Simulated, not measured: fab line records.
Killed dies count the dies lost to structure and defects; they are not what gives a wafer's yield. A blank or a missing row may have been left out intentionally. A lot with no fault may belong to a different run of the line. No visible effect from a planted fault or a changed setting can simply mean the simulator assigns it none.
Which tool was responsible? / flow rit_cmos / 42 wafers from 14 lots sampled at 2 of the route's 202 steps

## WHAT EACH GAUGE READ, for each wafer
RIT_PWELL_OVL_MEAS_06.
lot=L848; measured=day 2 04:35; on=overlay-01; PWELL_OVL (nm)=2.3 2.2 1.6
lot=L849; measured=day 2 08:40; on=overlay-02; PWELL_OVL (nm)=1.1 -0.8 -0.5
lot=L851; measured=day 2 20:31; on=overlay-01; PWELL_OVL (nm)=-1.1 -0.3 -1.6
lot=L853; measured=day 3 05:18; on=overlay-01; PWELL_OVL (nm)=0.0 -0.8 0.7
lot=L855; measured=day 3 14:28; on=overlay-01; PWELL_OVL (nm)=1.1 1.3 1.0
lot=L857; measured=day 4 05:43; on=overlay-02; PWELL_OVL (nm)=0.9 1.1 1.0
lot=L858; measured=day 4 06:36; on=overlay-02; PWELL_OVL (nm)=2.5 1.6 1.4
lot=L859; measured=day 4 10:07; on=overlay-02; PWELL_OVL (nm)=0.1 1.0 0.7
lot=L860; measured=day 4 15:13; on=overlay-01; PWELL_OVL (nm)=-1.1 -1.1 -0.3
lot=L861; measured=day 4 21:02; on=overlay-02; PWELL_OVL (nm)=-1.9 -1.8 -1.0
lot=L862; measured=day 5 01:00; on=overlay-02; PWELL_OVL (nm)=-3.4 -1.9 -2.8
lot=L864; measured=day 5 10:48; on=overlay-02; PWELL_OVL (nm)=0.9 2.1 -0.2
lot=L865; measured=day 5 16:04; on=overlay-01; PWELL_OVL (nm)=1.4 1.0 0.5
lot=L870; measured=day 6 19:01; on=overlay-02; PWELL_OVL (nm)=1.6 2.7 0.4

RIT_PRETRO_TW_MEAS_10.
lot=L848; measured=day 2 13:37; on=film_metro-04; PRETRO_TW=480.7 482.9 483.0
lot=L849; measured=day 2 20:13; on=film_metro-04; PRETRO_TW=481.4 485.9 483.3
lot=L851; measured=day 3 07:27; on=film_metro-01; PRETRO_TW=474.4 472.6 473.4
lot=L853; measured=day 3 14:22; on=film_metro-01; PRETRO_TW=476.2 475.2 475.0
lot=L855; measured=day 4 00:07; on=film_metro-01; PRETRO_TW=479.4 478.9 479.3
lot=L857; measured=day 4 15:02; on=film_metro-01; PRETRO_TW=480.2 478.4 482.6
lot=L858; measured=day 4 15:46; on=film_metro-02; PRETRO_TW=475.9 478.2 475.2
lot=L859; measured=day 4 20:07; on=film_metro-01; PRETRO_TW=477.4 479.3 478.3
lot=L860; measured=day 5 00:28; on=film_metro-04; PRETRO_TW=475.3 477.2 478.4
lot=L861; measured=day 5 06:26; on=film_metro-04; PRETRO_TW=477.1 477.0 480.2
lot=L862; measured=day 5 10:02; on=film_metro-04; PRETRO_TW=478.8 480.9 478.7
lot=L864; measured=day 5 20:10; on=film_metro-01; PRETRO_TW=480.5 479.1 478.9
lot=L865; measured=day 6 01:25; on=film_metro-01; PRETRO_TW=475.4 475.8 478.2
lot=L870; measured=day 7 04:44; on=film_metro-01; PRETRO_TW=479.9 478.2 475.2

## TOOL THAT RAN EACH LOT (tool first, then ch and the chambers of the sampled wafers, then the start)
There is no process step in the record ahead of these readings.

## WHAT THE TOOLS THEMSELVES READ (means of the sampled wafers that have a number; where no wafer has one, the mark that the record gives instead)
The record holds no such reading with a usual standard deviation.

## THE ANSWER, worked out from the rows above alone
Rule: what is usual is taken from the lots themselves. The widest of any qualifying gaps counts: lots, ordered by their means at a reading, are off when they make up no more than a third of the lots, leave a main group of 4 or more, and stand apart from it by 3 or more times the standard deviation of that group's means. A main group is skipped when, at the precision printed for the reading in the tables above, its means are all equal. Also off: a lot with no number at a reading for which 4 or more lots have one. The other lots that the step has rows for count as sound. The gauges are gone through in route order, then the tools' own readings, and for those a lot's mean is taken as printed above. The first step at which some lot is off is used, and at that step the reading that is off furthest; a lot without a number counts as furthest.
Across all readings shown, no lot is off: no conclusion can be drawn from this.

## WHAT HAD BEEN PUT IN BY THE SIMULATOR
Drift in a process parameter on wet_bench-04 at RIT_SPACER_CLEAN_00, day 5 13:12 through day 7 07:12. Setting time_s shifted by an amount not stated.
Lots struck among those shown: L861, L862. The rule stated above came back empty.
